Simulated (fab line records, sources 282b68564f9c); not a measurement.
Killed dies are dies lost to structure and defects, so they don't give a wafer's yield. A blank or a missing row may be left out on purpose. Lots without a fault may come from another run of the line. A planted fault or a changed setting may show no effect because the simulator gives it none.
Tool commonality check | flow rit_cmos | 15 lots, 45 wafers sampled

WHY IT WAS OPENED
At RIT_SDANNEAL_RS_MEAS_04 the reading PSD_RS is flagged on 3 of 15 lots. Wafers without a fault read 116.00 ohm/sq, standard deviation 0.29.
Rule: a lot is flagged when every wafer of it that has a number lies more than 4 standard deviations from that mean, or none has a number. The other lots count as sound.

lot  | measured    | on            | PSD_RS (ohm/sq), wafer by wafer | flag
L872 | day 3 12:34 | film_metro-02 | 115.91 115.75 115.67            |
L873 | day 3 13:05 | film_metro-04 | 116.34 116.31 116.33            |
L874 | day 3 14:53 | film_metro-02 | 116.20 115.59 115.74            |
L875 | day 4 01:38 | film_metro-04 | 116.11 115.37 115.81            |
L878 | day 4 15:16 | film_metro-02 | 115.73 115.80 115.78            |
L879 | day 4 18:16 | film_metro-03 | 96.68 96.46 96.51               | FLAGGED
L881 | day 5 05:56 | film_metro-02 | 96.07 96.19 96.49               | FLAGGED
L882 | day 5 09:52 | film_metro-02 | 116.24 116.48 115.89            |
L883 | day 5 10:16 | film_metro-04 | 96.54 96.42 96.35               | FLAGGED
L884 | day 5 19:22 | film_metro-02 | 115.51 115.81 115.69            |
L890 | day 7 15:00 | film_metro-02 | 115.84 115.79 116.08            |
L893 | day 8 04:47 | film_metro-03 | 116.39 116.41 116.37            |
L892 | day 8 05:13 | film_metro-02 | 115.87 116.29 115.62            |
L894 | day 8 13:31 | film_metro-03 | 116.46 116.57 116.36            |
L895 | day 8 19:49 | film_metro-04 | 116.00 115.68 115.98            |
The numbers of the flagged lots are 96.41 ohm/sq on average: -19.59 ohm/sq against the usual, or -68 standard deviations.

WHICH TOOL RAN EACH LOT
The record holds 1 process step before the reading, out of a route of 202 steps. In each cell: the tool, then ch and the chambers that the sampled wafers went through, then the start.
lot  | flag    | RIT_SDANNEAL_RTA_03
L872 |         | rtp_anneal-01 ch 0, day 3 12:30
L873 |         | rtp_anneal-02 ch 0, day 3 13:01
L874 |         | rtp_anneal-01 ch 0, day 3 14:49
L875 |         | rtp_anneal-02 ch 0, day 4 01:34
L878 |         | rtp_anneal-01 ch 0, day 4 15:11
L879 | FLAGGED | rtp_anneal-02 ch 0, day 4 18:13
L881 | FLAGGED | rtp_anneal-02 ch 0, day 5 05:52
L882 |         | rtp_anneal-01 ch 0, day 5 09:47
L883 | FLAGGED | rtp_anneal-02 ch 0, day 5 10:11
L884 |         | rtp_anneal-01 ch 0, day 5 19:17
L890 |         | rtp_anneal-01 ch 0, day 7 14:56
L893 |         | rtp_anneal-01 ch 0, day 8 04:43
L892 |         | rtp_anneal-02 ch 0, day 8 05:10
L894 |         | rtp_anneal-01 ch 0, day 8 13:27
L895 |         | rtp_anneal-02 ch 0, day 8 19:46
What these steps do:
- RIT_SDANNEAL_RTA_03: time 5 s.
- RIT_SDANNEAL_RS_MEAS_04: measures by four-point-probe.

FLAGGED OVER TOTAL, TOOL BY TOOL (the gauges that took the reading come last)
step                    | tool          | lots run | flagged | share of the flagged lots | sound lots run after its first flagged lot
RIT_SDANNEAL_RTA_03     | rtp_anneal-01 | 8        | 0       | none                      | -
RIT_SDANNEAL_RTA_03     | rtp_anneal-02 | 7        | 3       | all                       | 2 (L892,L895)
RIT_SDANNEAL_RS_MEAS_04 | film_metro-02 | 8        | 1       | some                      | 4 (L882,L884,L890,L892)
RIT_SDANNEAL_RS_MEAS_04 | film_metro-03 | 3        | 1       | some                      | 2 (L893,L894)
RIT_SDANNEAL_RS_MEAS_04 | film_metro-04 | 4        | 1       | some                      | 1 (L895)

WHAT THE TABLE ALLOWS
1 row of the table ran every flagged lot: rtp_anneal-02 at RIT_SDANNEAL_RTA_03.
- rtp_anneal-02 at RIT_SDANNEAL_RTA_03: 3 of its 7 lots flagged. Sound lots ran on it after the first flagged one (L892, L895), which a lasting fault on the whole tool wouldn't allow.
No row of the table ran every flagged lot and no sound lot after the first.

WHAT THE SIMULATOR HAD PUT IN
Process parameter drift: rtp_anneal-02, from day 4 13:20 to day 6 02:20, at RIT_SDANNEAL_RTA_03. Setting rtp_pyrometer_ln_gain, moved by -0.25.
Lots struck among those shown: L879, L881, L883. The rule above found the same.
